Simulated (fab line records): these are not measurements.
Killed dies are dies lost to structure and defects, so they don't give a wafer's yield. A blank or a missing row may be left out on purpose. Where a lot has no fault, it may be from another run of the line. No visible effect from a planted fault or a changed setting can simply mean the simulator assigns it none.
2 desks looking at one fault :: flow berkeley-cmos170 :: numbers are kept per desk, each desk with only its own; the story behind them comes last

## METROLOGY DESK
Means of the sampled wafers that have a number, per lot and without regard to the tool the lot ran on: this is what the gauges read. The brackets show how far a lot's mean lies from the usual mean; more than 4 standard deviations puts the lot out of limits, marked OUT.
Columns: A = cd-nm at UCB170_V1_CD_MEAS_12, usual 700.1 nm; B = V2_BOW at UCB170_V2_BOW_MEAS_03, usual 36 um; C = cd-nm at UCB170_V2_CD_MEAS_90, usual 700.6 nm
lot: L571
first seen here: day 8 10:55
A: 700.2
B: 43
C: 700.6

lot: L570
first seen here: day 8 11:04
A: 699.2
B: 32
C: 700.5

lot: L572
first seen here: day 8 21:55
A: 702.4
B: 34
C: 701.0

lot: L573
first seen here: day 9 00:10
A: 700.5
B: 36
C: 700.6

lot: L575
first seen here: day 9 07:48
A: 699.3
B: 35
C: 701.2

lot: L574
first seen here: day 9 09:25
A: 699.1
B: 35
C: 701.9

lot: L578
first seen here: day 10 07:59
A: 699.5
B: 33
C: 699.0

lot: L579
first seen here: day 10 08:16
A: 700.0
B: 38
C: 700.5

lot: L577
first seen here: day 10 09:30
A: 700.2
B: 39
C: 702.3

lot: L580
first seen here: day 10 17:01
A: 701.5
B: 30
C: 702.7

lot: L582
first seen here: day 10 19:07
A: 698.5
B: 32
C: 698.4

lot: L587
first seen here: day 12 01:44
A: 701.2
B: 46
C: 700.3

lot: L588
first seen here: day 12 05:51
A: 701.1
B: 44
C: 699.1

lot: L590
first seen here: day 12 18:41
A: 699.6
B: 45
C: 701.3

lot: L593
first seen here: day 13 12:07
A: 699.5
B: 32
C: 701.7
Result from this desk: across the 15 lots, nothing is out of limits.

## AT THE TOOL OWNER'S DESK: wet-bench-02
The tool's own readings at UCB170_NWELL_WET_ETCH_18 (etches Si3N4 in H3PO4, time 14400 s): means of the sampled wafers that have a number, for each lot that ran on this tool. The brackets show how far a lot's mean lies from the usual mean; more than 4 standard deviations puts the lot out of limits, marked OUT.
Columns: A = temp-c at UCB170_NWELL_WET_ETCH_18, usual 159.98 C
lot: L571
first seen here: day 2 15:02
A: 160.09

lot: L572
first seen here: day 3 00:28
A: 159.99

lot: L574
first seen here: day 3 08:57
A: 160.35

lot: L578
first seen here: day 4 06:33
A: 160.08

lot: L579
first seen here: day 4 06:33
A: 159.88

lot: L580
first seen here: day 4 17:13
A: 159.87

lot: L587
first seen here: day 6 00:07
A: 159.95

lot: L588
first seen here: day 6 07:50
A: 160.15

lot: L590
first seen here: day 6 17:29
A: 159.97
Result from this desk: across the 9 lots, nothing is out of limits.

## BROUGHT TOGETHER
From the metrology desk's view, nothing was out of limits.
The tool owner's desk saw nothing out of limits.

## WHAT THE SIMULATOR HAD INSERTED
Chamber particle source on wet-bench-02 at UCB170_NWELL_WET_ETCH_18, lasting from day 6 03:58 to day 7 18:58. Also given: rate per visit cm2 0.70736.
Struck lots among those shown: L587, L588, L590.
